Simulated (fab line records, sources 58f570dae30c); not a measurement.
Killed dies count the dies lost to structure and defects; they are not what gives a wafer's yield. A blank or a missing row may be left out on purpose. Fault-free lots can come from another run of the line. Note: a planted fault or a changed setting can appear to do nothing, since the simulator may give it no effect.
fab line records    flow berkeleyCmos170
record lots=15  wafers=45  lastDay=13
route steps=331 shown SCREENOX@102 NVT@113 GATE@137
lots that met no fault: from a run of the same line without faults
startH: hours from the record's opening day to when the first of the lot's shown wafers began    waitH: time in hours since the lot's previous step    " identical to the entry in the row above    L1.1+2: a row that stands for several wafers    - no value, or no start was given    * or withheld: withheld    < > ~ a bound
route shown NAME@n: a module of which the file shows steps, and the number in the route of the first    usual: average and standard deviation across the fault-free wafers    same: alike in all rows    chamber/n: place in a boat    sites: each site's reading    _std_site: the standard deviation of these    _edge_site: outer sites' mean less inner sites'    radiusMm: for every site, how far away it sits from the centre of the wafer    mask NAME#n: copy n    behind: the most recent tool/chamber to have shaped the wafer    hold: why the lot was held/for how many hours/how that ended    device: transistor that didn't switch, given as n, p or np    end of line: the route-end tests of the same wafers    a step with no rows: only its recipe    killed: dies that structure and defects cost at the first sort, which is not the same as the wafer's yield    map: dies across one wafer; x = killed, . = not, _ = none there
set.NAME: the setting the step ran with; set.NAME@STEP: the setting that earlier step ran with    model.NAME: the simulator's own value behind a step, which no gauge read
a sample of lots followed through the steps of the route, with each step as a table and each wafer as a row
services: from which hour (startH, from the record's first day; less than 0 if before it) a tool's chamber was out of use, for how many hours, and why
## steps
# step UCB170_SCREENOX_THK_MEAS_02
# recipe reads=SiO2_of_SCREENOX_OXIDATION_01
# usual SCREENOX_OXIDE_THK=14.33/0.3
lot.wafer  tool          chamber  startH  waitH  SCREENOX_OXIDE_THK[nm]
L846.1     filmMetro-03  -        133.06  0.0    13.96
L846.2     "             -        "       "      14.34
L846.5     "             -        "       "      14.03
L847.1     filmMetro-01  -        133.06  0.0    13.77
L847.2     "             -        "       "      14.08
L847.6     "             -        "       "      14.26
L845.2     filmMetro-02  -        133.09  0.0    13.80
L845.3     "             -        "       "      14.01
L845.6     "             -        "       "      13.54
L848.1     filmMetro-03  -        133.12  0.1    14.79
L848.2     "             -        "       "      14.75
L848.3     "             -        "       "      14.77
L851.1     filmMetro-03  -        163.93  0.1    14.02
L851.2     "             -        "       "      13.97
L851.4     "             -        "       "      13.88
L849.1     filmMetro-01  -        163.93  0.1    14.49
L849.2     "             -        "       "      14.24
L849.5     "             -        "       "      14.24
L855.1     filmMetro-02  -        182.40  0.0    14.74
L855.2     "             -        "       "      14.47
L855.3     "             -        "       "      14.50
L856.1     filmMetro-03  -        182.40  0.0    14.84
L856.4     "             -        "       "      14.49
L856.5     "             -        "       "      14.59
L859.1     filmMetro-01  -        201.02  0.0    14.35
L859.4     "             -        "       "      14.26
L859.6     "             -        "       "      14.29
L858.2     filmMetro-02  -        201.03  0.0    14.70
L858.3     "             -        "       "      14.68
L858.5     "             -        "       "      14.71
L860.1     filmMetro-03  -        209.44  0.0    14.31
L860.2     "             -        "       "      14.55
L860.3     "             -        "       "      14.35
L861.2     filmMetro-02  -        209.45  0.0    14.26
L861.4     "             -        "       "      14.15
L861.6     "             -        "       "      14.00
L863.2     filmMetro-03  -        219.88  0.0    14.63
L863.3     "             -        "       "      14.59
L863.5     "             -        "       "      14.52
L865.1     filmMetro-02  -        238.23  0.0    14.49
L865.3     "             -        "       "      14.38
L865.6     "             -        "       "      14.29
L864.3     filmMetro-01  -        238.31  0.1    14.00
L864.4     "             -        "       "      13.99
L864.5     "             -        "       "      14.06
# step UCB170_NVT_TW_MEAS_09
# usual NVT_TW=524/4.2
lot.wafer  tool          chamber  startH  waitH  NVT_TW
L847.1     filmMetro-02  -        140.00  0.1    517
L847.2     "             -        "       "      517
L847.6     "             -        "       "      519
L845.2     filmMetro-04  -        140.50  0.1    528
L845.3     "             -        "       "      534
L845.6     "             -        "       "      528
L846.1     filmMetro-02  -        140.71  0.1    518
L846.2     "             -        "       "      521
L846.5     "             -        "       "      519
L848.1     filmMetro-01  -        140.81  0.1    527
L848.2     "             -        "       "      529
L848.3     "             -        "       "      528
L849.1     filmMetro-04  -        171.72  0.1    528
L849.2     "             -        "       "      529
L849.5     "             -        "       "      530
L851.1     filmMetro-01  -        172.00  0.1    526
L851.2     "             -        "       "      528
L851.4     "             -        "       "      523
L856.1     filmMetro-01  -        191.71  0.1    525
L856.4     "             -        "       "      527
L856.5     "             -        "       "      525
L855.1     filmMetro-02  -        191.95  0.1    520
L855.2     "             -        "       "      516
L855.3     "             -        "       "      518
L859.1     filmMetro-02  -        209.12  0.1    519
L859.4     "             -        "       "      519
L859.6     "             -        "       "      519
L858.2     filmMetro-01  -        209.41  0.1    527
L858.3     "             -        "       "      524
L858.5     "             -        "       "      525
L860.1     filmMetro-01  -        213.98  0.1    523
L860.2     "             -        "       "      527
L860.3     "             -        "       "      524
L861.2     filmMetro-04  -        214.28  0.1    532
L861.4     "             -        "       "      531
L861.6     "             -        "       "      530
L863.2     filmMetro-02  -        228.42  0.1    519
L863.3     "             -        "       "      523
L863.5     "             -        "       "      521
L865.1     filmMetro-04  -        245.13  0.1    526
L865.3     "             -        "       "      526
L865.6     "             -        "       "      527
L864.3     filmMetro-02  -        245.91  0.1    523
L864.4     "             -        "       "      520
L864.5     "             -        "       "      521
# step UCB170_GATE_DEVELOP_11
# recipe developer=TMAH  developTimeS=45  resist=KrF  devTempC=21
# usual chillPlateTempC=23.00/0.1  developTimeS=45/0
lot.wafer  tool           chamber  startH  waitH  chillPlateTempC  developTimeS
L846.1     lithoTrack-03  0        154     -      23.02            45
L846.2     "              0        "       "      22.75            45
L846.5     "              0        "       "      22.90            45
L845.2     lithoTrack-01  0        154     -      23.08            45
L845.3     "              0        "       "      23.11            45
L845.6     "              0        "       "      23.22            45
L848.1     lithoTrack-01  0        154     -      23.07            45
L848.2     "              0        "       "      22.92            45
L848.3     "              0        "       "      23.12            45
L847.1     lithoTrack-01  0        154     -      22.91            45
L847.2     "              0        "       "      22.99            45
L847.6     "              0        "       "      22.96            45
L849.1     lithoTrack-02  0        193     -      23.14            45
L849.2     "              0        "       "      23.11            45
L849.5     "              0        "       "      23.15            45
L851.1     lithoTrack-03  0        193     -      23.03            45
L851.2     "              0        "       "      22.96            45
L851.4     "              0        "       "      23.00            45
L856.1     lithoTrack-02  0        212     -      22.92            45
L856.4     "              0        "       "      22.87            45
L856.5     "              0        "       "      22.86            45
L855.1     lithoTrack-02  -        212     -      -                -
L855.2     "              -        "       "      -                -
L855.3     "              -        "       "      -                -
L859.1     lithoTrack-01  -        226     -      -                -
L859.4     "              -        "       "      -                -
L859.6     "              -        "       "      -                -
L858.2     lithoTrack-03  -        226     -      -                -
L858.3     "              -        "       "      -                -
L858.5     "              -        "       "      -                -
L860.1     lithoTrack-02  0        239     -      22.84            45
L860.2     "              0        "       "      23.00            45
L860.3     "              0        "       "      23.03            45
L861.2     lithoTrack-01  0        239     -      23.21            45
L861.4     "              0        "       "      23.21            45
L861.6     "              0        "       "      23.07            45
L863.2     lithoTrack-03  0        246     -      22.99            45
L863.3     "              0        "       "      22.94            45
L863.5     "              0        "       "      23.02            45
L864.3     lithoTrack-01  0        262     -      22.78            45
L864.4     "              0        "       "      22.89            45
L864.5     "              0        "       "      23.03            45
L865.1     lithoTrack-02  0        262     -      23.07            45
L865.3     "              0        "       "      22.92            45
L865.6     "              0        "       "      22.91            45
# step UCB170_GATE_ETCH_14
# recipe chemistry=N2/H2  targetDepthA=withheld  overetchA=withheld  target=BARC  timeS=withheld  sourceW=500  biasW=100  pressureMtorr=30  n2FlowSccm=100  h2FlowSccm=200
# usual drypumpMotorCurrentA=5.7/0.53  n2FlowSccm=100.0/0.31  oesProductAu=1.011/0.021  throttleValvePct=13.35/0.087
lot.wafer  tool        chamber  startH  waitH  drypumpMotorCurrentA  n2FlowSccm  oesProductAu  throttleValvePct
L846.1     rieDiel-02  1        154.45  0.0    5.4                   100.1       1.051         13.30
L846.2     "           3        "       "      5.6                   100.2       0.999         13.34
L846.5     "           3        "       "      5.6                   100.2       1.007         13.34
L845.2     rieDiel-03  2        154.52  0.0    6.0                   100.0       0.994         13.23
L845.3     "           1        "       "      5.7                   99.5        1.018         13.53
L845.6     "           2        "       "      6.0                   100.0       1.002         13.24
L848.1     rieDiel-04  2        154.80  0.0    5.0                   100.0       0.996         13.37
L848.2     "           0        "       "      6.6                   100.5       1.033         13.23
L848.3     "           3        "       "      5.2                   99.9        0.988         13.34
L847.1     rieDiel-02  0        155.07  0.0    5.8                   100.3       0.992         13.36
L847.2     "           3        "       "      5.5                   100.5       1.005         13.36
L847.6     "           2        "       "      5.8                   100.3       1.006         13.48
L849.1     rieDiel-03  2        193.77  0.0    6.0                   100.3       1.003         13.24
L849.2     "           1        "       "      5.7                   99.5        1.020         13.55
L849.5     "           1        "       "      5.7                   100.2       1.021         13.54
L851.1     rieDiel-04  2        193.87  0.0    5.0                   100.3       0.999         13.36
L851.2     "           3        "       "      5.2                   99.9        0.988         13.33
L851.4     "           1        "       "      5.3                   100.0       1.015         13.28
L856.1     rieDiel-03  2        212.38  0.0    6.0                   100.5       0.986         13.25
L856.4     "           3        "       "      5.1                   100.1       1.035         13.32
L856.5     "           1        "       "      5.7                   100.3       1.016         13.53
L855.1     rieDiel-04  2        212.65  0.0    5.0                   99.8        0.994         13.38
L855.2     "           1        "       "      5.3                   100.1       1.010         13.26
L855.3     "           3        "       "      5.2                   100.0       0.986         13.33
L859.1     rieDiel-04  2        226.66  0.0    4.9                   100.2       1.006         13.37
L859.4     "           1        "       "      5.3                   99.6        1.016         13.26
L859.6     "           0        "       "      6.6                   99.8        1.043         13.25
L858.2     rieDiel-03  1        226.99  0.0    5.7                   100.2       1.015         13.52
L858.3     "           0        "       "      6.8                   100.5       1.000         13.34
L858.5     "           0        "       "      6.8                   100.2       0.992         13.35
L860.1     rieDiel-03  1        239.47  0.0    5.7                   100.4       1.010         13.52
L860.2     "           2        "       "      6.0                   100.3       0.988         13.23
L860.3     "           3        "       "      5.1                   99.9        1.042         13.29
L861.2     rieDiel-04  0        239.48  0.0    6.7                   99.9        1.028         13.25
L861.4     "           1        "       "      5.3                   100.7       1.012         13.27
L861.6     "           2        "       "      5.0                   99.7        0.989         13.37
L863.2     rieDiel-04  1        246.90  0.0    5.3                   100.4       1.021         13.28
L863.3     "           0        "       "      6.6                   99.2        1.036         13.24
L863.5     "           1        "       "      5.3                   100.2       1.017         13.26
L864.3     rieDiel-02  0        262.27  0.0    5.8                   100.5       0.996         13.35
L864.4     "           2        "       "      5.8                   100.2       1.007         13.48
L864.5     "           2        "       "      5.8                   99.9        1.001         13.47
L865.1     rieDiel-02  1        262.60  0.0    5.4                   100.1       1.066         13.33
L865.3     "           2        "       "      5.8                   99.4        1.000         13.48
L865.6     "           1        "       "      5.4                   100.3       1.065         13.31
## services
tool        chamber  startH  hours  kind
rieDiel-04  1        132.60  1.5    repair
rieDiel-02  0        155.70  1.2    repair
rieDiel-03  0        162.63  3.9    repair
rieDiel-02  -        166.06  2.8    pm
rieDiel-04  0        183.71  3.7    repair
rieDiel-04  0        187.43  -      clean
rieDiel-04  0        187.43  33.2   scheduledDown
rieDiel-04  0        187.43  33.2   ventCycle
rieDiel-02  -        237.19  0.5    repair
## key
firstSign step=UCB170_GATE_DEVELOP_11  reading=toolRecord  direction=missing
effect none on later readings
metAt UCB170_GATE_DEVELOP_11
struckLots L855,L858,L859
laterRowsLeftOut L855.1,L855.2,L855.3,L858.2,L858.3,L858.5,L859.1,L859.4,L859.6
sortLeftOut L855.1,L855.2,L855.3,L858.2,L858.3,L858.5,L859.1,L859.4,L859.6
testerLeftOut L855,L858,L859
notActingAt UCB170_SCREENOX_THK_MEAS_02,UCB170_NVT_TW_MEAS_09,UCB170_GATE_ETCH_14
fault kind=skippedStepWhole  tool=lithoTrack-01,lithoTrack-02,lithoTrack-03  chamber=-  onsetH=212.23  steps=UCB170_GATE_DEVELOP_11  scope=struckLotsOnly
# testerLeftOut: of these lots the tester's yield and bins aren't shown, on N5 and GAA mostly nor the transistor test; their killed dies are dies lost to structure and defects alone, not to doping, threshold or leakage, so they don't give the yield
# sortLeftOut: the simulated sort isn't trusted on such a fault, so these wafers' sort isn't shown, and their yield isn't known
# laterRowsLeftOut: the simulator's readings of these wafers behind a module that went badly wrong aren't trusted and aren't shown, but for the sort
